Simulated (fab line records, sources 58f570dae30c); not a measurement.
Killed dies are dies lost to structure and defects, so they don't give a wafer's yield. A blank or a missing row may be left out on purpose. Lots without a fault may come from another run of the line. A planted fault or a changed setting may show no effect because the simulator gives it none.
One fault seen from 2 desks | flow berkeley_cmos170 | each desk has only its own numbers; what lay behind them comes last

THE TOOL OWNER'S DESK: rie_diel-03
The tool's own readings at UCB170_M1_ETCH_11 (etches BARC in N2/H2): means of the sampled wafers that have a number, for each lot that ran on this tool. A lot is out of limits, marked OUT, if its mean lies more than 4 standard deviations from the usual mean; the brackets give that distance.
Columns: A = bias_w at UCB170_M1_ETCH_11, usual 100.0 W; B = drypump_motor_current_A at UCB170_M1_ETCH_11, usual 6.0 A; C = oes_product_au at UCB170_M1_ETCH_11, usual 0.999 a.u.; D = throttle_valve_pct at UCB170_M1_ETCH_11, usual 13.31 %
lot  | first seen here | A              | B   | C     | D
L961 | day 9 20:37     | 96.4 (-11) OUT | 6.4 | 0.976 | 13.16
L972 | day 13 06:07    | 100.0          | 6.2 | 0.995 | 13.23
L976 | day 13 23:12    | 99.8           | 5.9 | 1.008 | 13.42
This desk's finding: out of limits on L961; first on L961, day 9 20:37 (bias_w at UCB170_M1_ETCH_11). In limits: L972, L976.

THE METROLOGY DESK
What the gauges read, lot by lot, whatever tool the lot ran on: means of the sampled wafers that have a number. A lot is out of limits, marked OUT, if its mean lies more than 4 standard deviations from the usual mean; the brackets give that distance.
Columns: A = NWELL_NITRIDE_THK at UCB170_NWELL_THK_MEAS_05, usual 222.0 nm; B = M2_OVL at UCB170_M2_OVL_MEAS_16, usual 0 nm
lot  | first seen here | A     | B
L953 | day 2 12:08     | 224.0 | 6
L955 | day 2 17:57     | 222.3 | -5
L954 | day 2 17:58     | 223.1 | 4
L956 | day 3 03:01     | 221.0 | 4
L959 | day 3 09:31     | 221.6 | 2
L961 | day 4 00:38     | 224.4 | -1
L960 | day 4 00:39     | 221.5 | 1
L962 | day 4 09:37     | 220.7 | -3
L969 | day 5 15:40     | 221.6 | 3
L972 | day 6 09:42     | 221.4 | -2
L973 | day 6 19:18     | 217.6 | -5
L976 | day 7 10:05     | 225.2 | 1
L975 | day 7 10:06     | 222.0 | 3
This desk's finding: nothing out of limits on any of the 13 lots.

PUT TOGETHER
The tool owner's desk could have raised an alarm at day 9 20:37, on L961.
The metrology desk saw nothing out of limits.
The metrology desk has L961 on record, within its limits.
Of the lots named, all ran UCB170_M1_ETCH_11 on rie_diel-03.

WHAT THE SIMULATOR HAD PUT IN
Process parameter drift: rie_diel-03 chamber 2, from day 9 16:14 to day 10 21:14, at UCB170_M1_ETCH_11. Setting bias_w, moved by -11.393, from 100. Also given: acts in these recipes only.
Lots struck among those shown: L961.
Hours from the fault's start to each desk's first reading out of limits: the tool owner's desk, 4.
